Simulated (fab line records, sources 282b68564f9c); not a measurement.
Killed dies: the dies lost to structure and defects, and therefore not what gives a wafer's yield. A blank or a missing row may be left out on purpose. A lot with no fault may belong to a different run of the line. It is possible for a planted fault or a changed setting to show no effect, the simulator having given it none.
Check for tools in common | flow rit cmos | Lots sampled 12, wafers sampled 36

== THE REASON FOR OPENING IT ==
1 of 12 lots carry a flag on the reading GATE_POLY_THK at RIT_GATE_THK_MEAS_09. Wafers without a fault read 255.0 nm, standard deviation 2.
Rule: a lot is flagged in two cases, either no wafer of it has a number, or all its wafers with numbers fall more than 4 standard deviations from that mean. The other lots count as sound.

lot  | measured    | on            | GATE_POLY_THK (nm), wafer by wafer | flag
L657 | day 2 12:29 | film metro-02 | 251.7 253.4 252.6                  |
L658 | day 2 19:14 | film metro-02 | 254.8 253.9 251.1                  |
L659 | day 2 22:49 | film metro-01 | 254.8 256.6 255.6                  |
L660 | day 3 06:07 | film metro-02 | 256.7 256.5 257.1                  |
L661 | day 3 07:58 | film metro-03 | 253.8 251.8 253.0                  |
L662 | day 3 12:09 | film metro-03 | 258.7 256.6 257.6                  |
L663 | day 3 20:05 | film metro-02 | 252.6 254.4 252.1                  |
L664 | day 4 04:00 | film metro-02 | 256.2 255.5 252.7                  |
L665 | day 4 09:20 | film metro-02 | 257.9 255.1 258.1                  |
L666 | day 4 11:56 | film metro-02 | 254.8 256.9 258.3                  |
L667 | day 4 15:22 | film metro-01 | 258.1 254.2 254.8                  |
L675 | day 6 06:53 | film metro-02 | 123.2 123.8 121.4                  | FLAGGED
The mean of the flagged lots' numbers is 122.8 nm, -132.2 nm from the usual (-66 standard deviations).

== LOT BY LOT: THE TOOL USED ==
The record holds 1 process step before the reading, out of a route of 202 steps. Every cell lists first the tool, next ch and the chambers used by the sampled wafers, and last the start.
lot  | flag    | RIT_GATE_CVD_08
L657 |         | lpcvd-01 ch 1, day 2 10:52
L658 |         | lpcvd-01 ch 0, day 2 17:37
L659 |         | lpcvd-02 ch 0, day 2 21:12
L660 |         | lpcvd-01 ch 1, day 3 04:29
L661 |         | lpcvd-02 ch 1, day 3 06:21
L662 |         | lpcvd-01 ch 1, day 3 10:31
L663 |         | lpcvd-01 ch 0, day 3 18:27
L664 |         | lpcvd-01 ch 0, day 4 02:23
L665 |         | lpcvd-02 ch 1, day 4 07:43
L666 |         | lpcvd-01 ch 0, day 4 10:19
L667 |         | lpcvd-01 ch 0, day 4 12:56
L675 | FLAGGED | lpcvd-01 ch 1, day 6 05:15
These steps, and what they do:
- RIT_GATE_CVD_08: deposits poly-Si from SiH4, target thk 250 nm, time 2220 s.
- RIT_GATE_THK_MEAS_09

== FLAGGED OVER TOTAL, TOOL BY TOOL (the gauges that took the reading come last) ==
step                 | tool          | lots run | flagged | share of the flagged lots | sound lots run after its first flagged lot
RIT_GATE_CVD_08      | lpcvd-01      | 9        | 1       | all                       | 0
RIT_GATE_CVD_08      | lpcvd-02      | 3        | 0       | none                      | -
RIT_GATE_THK_MEAS_09 | film metro-01 | 2        | 0       | none                      | -
RIT_GATE_THK_MEAS_09 | film metro-02 | 8        | 1       | all                       | 0
RIT_GATE_THK_MEAS_09 | film metro-03 | 2        | 0       | none                      | -

== WHAT IS ALLOWED BY THE TABLE ==
In 2 table rows, all flagged lots were run: lpcvd-01 (RIT_GATE_CVD_08), film metro-02 (RIT_GATE_THK_MEAS_09).
- lpcvd-01 at RIT_GATE_CVD_08 ran 9 lots, 1 of them flagged. It ran its last sound lot, L667, at day 4 12:56 and its first flagged lot, L675, at day 6 05:15: a fault with its onset between the two fits.
- film metro-02 at RIT_GATE_THK_MEAS_09 ran 8 lots, 1 of them flagged. It ran its last sound lot, L666, at day 4 11:56 and its first flagged lot, L675, at day 6 06:53: a fault with its onset between the two fits.
A lot count leaves these 2 tools indistinguishable: every one of them fits a fault beginning at some hour. More lots, or a look at what each step does to the wafer, might.

== WHAT THE SIMULATOR PUT IN ==
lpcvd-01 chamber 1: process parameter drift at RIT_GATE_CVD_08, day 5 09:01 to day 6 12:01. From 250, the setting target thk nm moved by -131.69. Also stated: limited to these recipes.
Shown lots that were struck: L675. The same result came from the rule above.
